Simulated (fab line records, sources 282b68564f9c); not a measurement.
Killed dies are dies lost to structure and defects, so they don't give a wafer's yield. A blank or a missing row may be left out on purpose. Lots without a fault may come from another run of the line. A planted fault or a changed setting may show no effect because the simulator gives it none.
fab line records | flow rit_cmos
record lots=6 wafers=18 last_day=7
route steps=202 shown GATE@83 M1@202
lots that met no fault: from a run of the same line without faults
start_h: hours from the record's first day to the start of the lot's first wafer shown | wait_h: hours since the lot's step before | " the same as in the row above | L1.1+2: a row that stands for several wafers | - no value, or no start given | * or withheld: withheld | < > ~ a bound
route shown NAME@n: a module of which the file shows steps, and the number in the route of the first | usual: mean/standard deviation of fault-free wafers | same: alike in all rows | chamber/n: place in a boat | sites: the reading at each site | _std_site: their standard deviation | _edge_site: outer sites' mean less inner sites' | radius_mm: how far each site lies from the wafer's centre | mask NAME#n: copy n | behind: the tool/chamber that last shaped the wafer | hold: why the lot was held/for how many hours/how that ended | device: the transistor (n, p or np) that didn't switch | end of line: the same wafers' tests at the end of the route | a step without rows: its recipe alone | killed: dies lost to structure and defects at the first sort, not the wafer's yield | map: a wafer's dies, x killed, . not, _ none there
set.NAME: the setting as run; set.NAME@STEP: as run at that earlier step | model.NAME: the simulator's own value behind a step, which no gauge read
lots at some steps of the route; a table a step, a row a wafer
services: from which hour (start_h, from the record's first day; less than 0 if before it) a tool's chamber was out of use, for how many hours, and why
## steps
# step RIT_GATE_THK_MEAS_07
# recipe reads=SiO2_of_GATE_OXIDATION_05
# usual GATE_OXIDE_THK=3.03/0.07
# columns lot.wafer tool chamber start_h wait_h GATE_OXIDE_THK[nm]
L721.2 film_metro-02 - 44.15 0.0 3.13
L721.3 " - " " 3.05
L721.5 " - " " 3.07
L722.2 film_metro-02 - 50.34 0.0 2.99
L722.3 " - " " 3.02
L722.5 " - " " 3.04
L733.4 film_metro-04 - 105.28 0.0 3.04
L733.5 " - " " 3.13
L733.6 " - " " 3.01
L734.2 film_metro-01 - 108.34 0.0 3.02
L734.3 " - " " 3.01
L734.6 " - " " 3.01
L736.3 film_metro-01 - 117.99 0.0 3.03
L736.4 " - " " 3.03
L736.5 " - " " 3.12
L741.2 film_metro-02 - 142.91 0.0 3.02
L741.3 " - " " 3.03
L741.4 " - " " 3.08
# step RIT_GATE_CVD_08
# recipe material=poly-Si target_thk_nm=250 temp_c=610 precursor=SiH4 time_s=2220 pressure_mtorr=300 sih4_flow_sccm=100
# step RIT_GATE_THK_MEAS_09
# recipe reads=poly-Si_of_GATE_CVD_08
# usual GATE_POLY_THK=251.2/2.1
# columns lot.wafer tool chamber start_h wait_h GATE_POLY_THK[nm]
L721.2 film_metro-01 - 45.83 0.0 251.8
L721.3 " - " " 253.8
L721.5 " - " " 250.5
L722.2 film_metro-02 - 52.02 0.0 247.7
L722.3 " - " " 247.3
L722.5 " - " " 248.2
L733.4 film_metro-01 - 106.96 0.0 253.8
L733.5 " - " " 251.0
L733.6 " - " " 251.7
L734.2 film_metro-02 - 110.01 0.0 251.0
L734.3 " - " " 249.1
L734.6 " - " " 248.0
L736.3 film_metro-01 - 120.47 0.0 251.7
L736.4 " - " " 252.4
L736.5 " - " " 252.0
L741.2 film_metro-02 - 147.89 0.0 249.5
L741.3 " - " " 249.7
L741.4 " - " " 247.0
# step RIT_GATE_HMDS_10
# recipe prime_time_s=60 prime_temp_c=140
# step RIT_GATE_COAT_11
# recipe resist=NOVOLAK spin_rpm=4250 resist_thk_nm=850
# step RIT_GATE_SOFTBAKE_12
# recipe resist=NOVOLAK temp_c=90 time_s=61.23
# usual plate_sensor_t_centre_C=90.969/0.012 plate_sensor_t_edge_C=91.021/0.0093
# columns lot.wafer tool chamber start_h wait_h plate_sensor_t_centre_C plate_sensor_t_edge_C
L721.2 litho_track-03 0 46.20 0.1 90.985 91.019
L721.3 " 0 " " 90.972 91.012
L721.5 " 0 " " 90.957 91.019
L722.2 litho_track-03 0 52.39 0.1 90.977 91.022
L722.3 " 0 " " 90.954 91.018
L722.5 " 0 " " 90.974 91.012
L733.4 litho_track-01 0 107.42 0.1 90.961 91.029
L733.5 " 0 " " 90.978 91.034
L733.6 " 0 " " 90.982 91.012
L734.2 litho_track-04 0 110.39 0.1 90.978 91.040
L734.3 " 0 " " 90.964 91.022
L734.6 " 0 " " 90.971 91.018
L736.3 litho_track-04 0 120.86 0.1 90.975 91.032
L736.4 " 0 " " 90.965 91.018
L736.5 " 0 " " 90.968 91.011
L741.2 litho_track-01 0 148.26 0.1 90.976 91.036
L741.3 " 0 " " 90.974 91.010
L741.4 " 0 " " 90.962 91.011
# step RIT_GATE_EXPOSE_13
# recipe mask_id=M6 na=0.6 source_shape=conventional sigma_outer=0.6 target_cd_nm=150 dose_mj=380
# step RIT_GATE_PEB_14
# recipe resist=NOVOLAK temp_c=withheld time_s=withheld
# step RIT_GATE_DEVELOP_15
# recipe resist=NOVOLAK develop_time_s=50 dev_temp_c=23
# step RIT_GATE_CD_MEAS_16
# recipe target_cd_nm=150
# usual cd_nm=149.6/2.4
# columns lot.wafer tool chamber start_h wait_h cd_nm
L721.2 cd_sem-01 - 46.75 - 149.0
L721.3 " - " " 149.8
L721.5 " - " " 147.2
L722.2 cd_sem-02 - 52.94 - 149.3
L722.3 " - " " 149.7
L722.5 " - " " 148.2
L733.4 cd_sem-01 - 108.08 - 148.3
L733.5 " - " " 149.3
L733.6 " - " " 148.3
L734.2 cd_sem-02 - 110.93 - 148.7
L734.3 " - " " 153.3
L734.6 " - " " 149.1
L736.3 cd_sem-02 - 121.40 - 149.4
L736.4 " - " " 149.8
L736.5 " - " " 148.0
L741.2 cd_sem-02 - 148.93 - 146.6
L741.3 " - " " 151.6
L741.4 " - " " 150.6
# step RIT_GATE_OVL_MEAS_17
# usual GATE_OVL=-1.4/1.2
# columns lot.wafer tool chamber start_h wait_h GATE_OVL[nm]
L721.2 overlay-02 - 46.86 0.1 -2.8
L721.3 " - " " -2.6
L721.5 " - " " -2.4
L722.2 overlay-02 - 53.04 0.1 -2.0
L722.3 " - " " -0.1
L722.5 " - " " 0.4
L733.4 overlay-01 - 108.15 0.1 -0.1
L733.5 " - " " -0.9
L733.6 " - " " -1.9
L734.2 overlay-01 - 111.04 0.1 -0.9
L734.3 " - " " -0.7
L734.6 " - " " -0.4
L736.3 overlay-02 - 121.49 0.1 0.2
L736.4 " - " " -1.1
L736.5 " - " " -1.1
L741.2 overlay-01 - 149.04 0.1 -1.6
L741.3 " - " " -2.2
L741.4 " - " " -2.7
# step RIT_GATE_HARDBAKE_18
# recipe resist=NOVOLAK temp_c=140 time_s=60
# step RIT_GATE_ETCH_19
# recipe chemistry=SF6/CHF3/O2 time_s=165 SF6_flow_sccm=30 CHF3_flow_sccm=30 O2_flow_sccm=5 target=poly-Si pressure_mtorr=40 rf_w=160 target_depth_a=3125 over_etch_frac=0.25 stop_on=SiO2
# usual chamber_pressure_mTorr=40.00/0.035 drypump_motor_current_A=5.7/0.42 oes_product_au=0.850/0.013 over_etch_frac=0.25/0 throttle_valve_pct=10.26/0.16
# columns lot.wafer tool chamber start_h wait_h chamber_pressure_mTorr drypump_motor_current_A oes_product_au over_etch_frac rf_hours_counter_h throttle_valve_pct model.NOVOLAK_of_GATE_COAT_11.thk_nm
L721.2 rie_si-01 3 47.04 0.1 39.94 5.8 0.845 0.25 62 10.26 667.8
L721.3 " 2 " " 39.96 5.7 0.879 0.25 107 10.42 666
L721.5 " 3 " " 40.04 5.8 0.842 0.25 - 10.25 666.9
L722.2 rie_si-02 1 53.22 0.1 40.05 5.7 0.826 0.25 147 10.43 667.1
L722.3 " 2 " " 40.01 5.4 0.841 0.25 109 10.18 663.9
L722.5 " 3 " " 40.01 5.1 0.849 0.25 - 10.47 664.1
L733.4 rie_si-01 2 108.32 0.1 40.05 5.7 0.872 0.25 108 10.41 671
L733.5 " 1 " " 39.95 5.8 0.866 0.25 - 10.22 673.4
L733.6 " 0 " " 39.95 6.5 0.850 0.25 - 9.99 667.1
L734.2 rie_si-02 3 111.22 0.1 39.95 5.1 0.851 0.25 38 10.48 664.9
L734.3 " 0 " " 40.00 5.1 0.935 0.073939 3 10.11 679.4
L734.6 " 1 " " 40.00 5.7 0.831 0.25 - 10.41 670.2
L736.3 rie_si-02 0 121.67 0.1 40.02 5.0 0.944 0.073939 4 10.09 678.8
L736.4 " 1 " " 39.99 5.8 0.840 0.25 147 10.41 671.3
L736.5 " 2 " " 40.01 5.4 0.843 0.25 - 10.20 670
L741.2 rie_si-01 1 149.22 0.1 39.98 5.8 0.860 0.25 58 10.21 669.3
L741.3 " 3 " " 40.01 5.8 0.837 0.25 63 10.26 668
L741.4 " 0 " " 39.98 6.5 0.841 0.25 66 9.98 663.3
# step RIT_GATE_STRIP_20
# recipe chemistry=O2 time_s=180 resist=NOVOLAK platen_temp_c=withheld power_w=500 pressure_mtorr=4000 o2_flow_sccm=4000
# usual chamber_pressure_mTorr=4000/3.4 drypump_motor_current_A=5.5/0.37
# columns lot.wafer tool chamber start_h wait_h chamber_pressure_mTorr drypump_motor_current_A rf_hours_counter_h
L721.2 plasma_asher-04 1 47.14 0.1 4001 5.6 29
L721.3 " 1 " " 3999 5.6 -
L721.5 " 1 " " 4000 5.6 -
L722.2 plasma_asher-01 1 53.33 0.1 4003 5.6 43
L722.3 " 1 " " 4000 5.6 -
L722.5 " 0 " " 4000 5.6 -
L733.4 plasma_asher-04 1 108.49 0.1 3997 5.6 -
L733.5 " 1 " " 3999 5.6 -
L733.6 " 0 " " 3992 5.2 -
L734.2 plasma_asher-04 0 111.33 0.1 3996 5.2 36
L734.3 " 0 " " 3998 5.2 -
L734.6 " 1 " " 4000 5.6 -
L736.3 plasma_asher-04 1 121.83 0.1 4000 5.6 -
L736.4 " 0 " " 4000 5.2 -
L736.5 " 1 " " 3991 5.6 -
L741.2 plasma_asher-02 0 149.33 0.1 4001 6.3 3
L741.3 " 1 " " 4005 4.9 -
L741.4 " 0 " " 3999 6.3 -
# step RIT_M1_PROBE_99
# usual killed_at_contacts=0.1/0.27 killed_at_front_end=7.2/2.9 killed_dies=7.3/2.9 killed_open=3.6/1.9 killed_short=3.8/1.9
# same gross_dies=264 killed_at_M0_to_M3=0 killed_at_M4_up=0 killed_at_back_side=0 killed_at_other=0
# columns lot.wafer tool chamber start_h wait_h killed_at_contacts killed_at_front_end killed_dies killed_open killed_short model.etest.poly_comb_over_steps.leak_log10_a_um
L721.2 prober-01 - 68.81 0.1 0 6 6 2 4 -12.83
L721.3 prober-01 - 68.86 0.2 0 3 3 1 2 -12.86
L721.5 prober-01 - 68.96 0.2 0 8 8 3 5 -12.87
L722.2 prober-02 - 73.61 0.1 0 7 7 4 3 -12.77
L722.3 prober-02 - 73.66 0.2 0 11 11 5 6 -12.68
L722.5 prober-02 - 73.76 0.2 0 6 6 2 4 -12.74
L733.4 prober-01 - 128.29 0.2 0 5 5 2 3 -12.84
L733.5 prober-01 - 128.34 0.2 1 7 8 3 5 -11.89
L733.6 prober-01 - 128.39 0.2 0 6 6 3 3 -12.82
L734.2 prober-02 - 132.33 0.1 0 6 6 3 3 -12.85
L734.3 prober-02 - 132.38 0.2 1 7 8 5 3 -9.289
L734.6 prober-02 - 132.53 0.2 0 6 6 4 2 -12.71
L736.3 prober-02 - 144.60 0.2 1 6 7 4 3 -9.636
L736.4 prober-02 - 144.65 0.2 0 7 7 4 3 -12.97
L736.5 prober-02 - 144.70 0.2 1 9 10 5 5 -12.78
L741.2 prober-01 - 168.79 0.1 0 6 6 5 1 -12.66
L741.3 prober-01 - 168.84 0.2 0 4 4 2 2 -12.84
L741.4 prober-01 - 168.89 0.2 0 16 16 9 7 -12.87
# killed by level:class
L721.2 FOX2:geometric_particle:short=2 FOX2:geometric_particle:open=2 GATE:geometric_particle:short=1 REOX:geometric_particle:short=1
L721.3 FOX2:geometric_particle:short=1 SPACER:geometric_particle:short=1 SPACER:geometric_particle:open=1
L721.5 GATE:geometric_particle:short=3 REOX:geometric_particle:open=3 REOX:geometric_particle:short=1 SPACER:geometric_particle:short=1
L722.2 FOX1:geometric_particle:open=2 SPACER:geometric_particle:open=2 SILICIDE:geometric_particle:short=2 SPACER:geometric_particle:short=1
L722.3 SPACER:geometric_particle:short=4 SPACER:geometric_particle:open=2 GATE:geometric_particle:short=1 GATE:geometric_particle:open=1 REOX:geometric_particle:open=1 SILICIDE:geometric_particle:short=1 SILICIDE:geometric_particle:open=1
L722.5 ACTIVE:geometric_particle:open=1 FOX1:geometric_particle:short=1 FOX2:geometric_particle:short=1 GATE:geometric_particle:short=1 GATE:geometric_particle:open=1 SPACER:geometric_particle:short=1
L733.4 GATE:geometric_particle:short=3 FOX1:geometric_particle:open=1 GATE:geometric_particle:open=1
L733.5 REOX:geometric_particle:short=2 ACTIVE:geometric_particle:short=1 FOX2:geometric_particle:short=1 REOX:geometric_particle:open=1 SPACER:geometric_particle:open=1 SPACER:geometric_particle:short=1 CONTACT:geometric_particle:open=1
L733.6 GATE:geometric_particle:open=2 GATE:geometric_particle:short=2 REOX:geometric_particle:open=1 REOX:geometric_particle:short=1
L734.2 GATE:geometric_particle:short=2 FOX1:geometric_particle:open=1 SPACER:geometric_particle:open=1 SPACER:geometric_particle:short=1 SILICIDE:geometric_particle:open=1
L734.3 GATE:geometric_particle:open=4 GATE:geometric_particle:short=1 SPACER:geometric_particle:short=1 SILICIDE:geometric_particle:short=1 CONTACT:geometric_particle:open=1
L734.6 REOX:geometric_particle:open=2 FOX1:geometric_particle:short=1 GATE:geometric_particle:open=1 SILICIDE:geometric_particle:short=1 SILICIDE:geometric_particle:open=1
L736.3 GATE:geometric_particle:open=2 GATE:geometric_particle:short=2 FOX1:geometric_particle:open=1 SPACER:geometric_particle:open=1 CONTACT:geometric_particle:short=1
L736.4 REOX:geometric_particle:open=2 FOX2:geometric_particle:open=1 FOX2:geometric_particle:short=1 GATE:geometric_particle:short=1 GATE:geometric_particle:open=1 REOX:geometric_particle:short=1
L736.5 FOX2:geometric_particle:open=3 SILICIDE:geometric_particle:short=2 FOX1:geometric_particle:short=1 FOX2:geometric_particle:short=1 GATE:geometric_particle:open=1 SPACER:geometric_particle:open=1 CONTACT:geometric_particle:short=1
L741.2 GATE:geometric_particle:open=3 SPACER:geometric_particle:open=2 SILICIDE:geometric_particle:short=1
L741.3 GATE:geometric_particle:open=1 GATE:geometric_particle:short=1 REOX:geometric_particle:short=1 SPACER:geometric_particle:open=1
L741.4 GATE:geometric_particle:open=4 FOX2:geometric_particle:open=2 GATE:geometric_particle:short=2 SPACER:geometric_particle:open=2 SPACER:geometric_particle:short=2 FOX1:geometric_particle:short=1 FOX2:geometric_particle:short=1 REOX:geometric_particle:short=1
## services
# columns tool chamber start_h hours kind
plasma_asher-01 - 27.66 2.8 pm
plasma_asher-01 - 31.34 1.6 repair
rie_si-02 3 54.97 1.6 repair
plasma_asher-01 - 83.32 14.6 pm
plasma_asher-02 - 108.75 9.0 pm
plasma_asher-02 0 108.75 9.0 vent_cycle
plasma_asher-02 1 108.75 9.0 vent_cycle
plasma_asher-02 - 117.75 2.8 pm
plasma_asher-02 0 117.75 - clean
plasma_asher-02 1 117.75 - clean
rie_si-02 1 146.04 6.4 repair
## key
first_sign step=RIT_GATE_ETCH_19 reading=over_etch_frac direction=down sigmas=99+ usual=0.25 struck=0.073939
effect step=RIT_GATE_ETCH_19 reading=oes_product_au direction=up sigmas=6.6 usual=0.850 struck=0.939
model_effect step=RIT_GATE_ETCH_19 value=NOVOLAK_of_GATE_COAT_11.thk_nm without=666.9 struck=679.1
model_effect step=RIT_M1_PROBE_99 value=etest.poly_comb_over_steps.leak_log10_a_um without=-12.78 struck=-9.462
met_at RIT_GATE_ETCH_19
struck_wafers L734.3,L736.3
tester_left_out L734,L736
fault kind=process_parameter_drift tool=rie_si-02 chamber=0 onset_h=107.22 steps=RIT_GATE_ETCH_19 channel=over_etch_frac offset=-0.17606 shape=step end_h=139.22 stated=0.25
# tester_left_out: of these lots the tester's yield and bins aren't shown, on N5 and GAA mostly nor the transistor test; their killed dies are dies lost to structure and defects alone, not to doping, threshold or leakage, so they don't give the yield
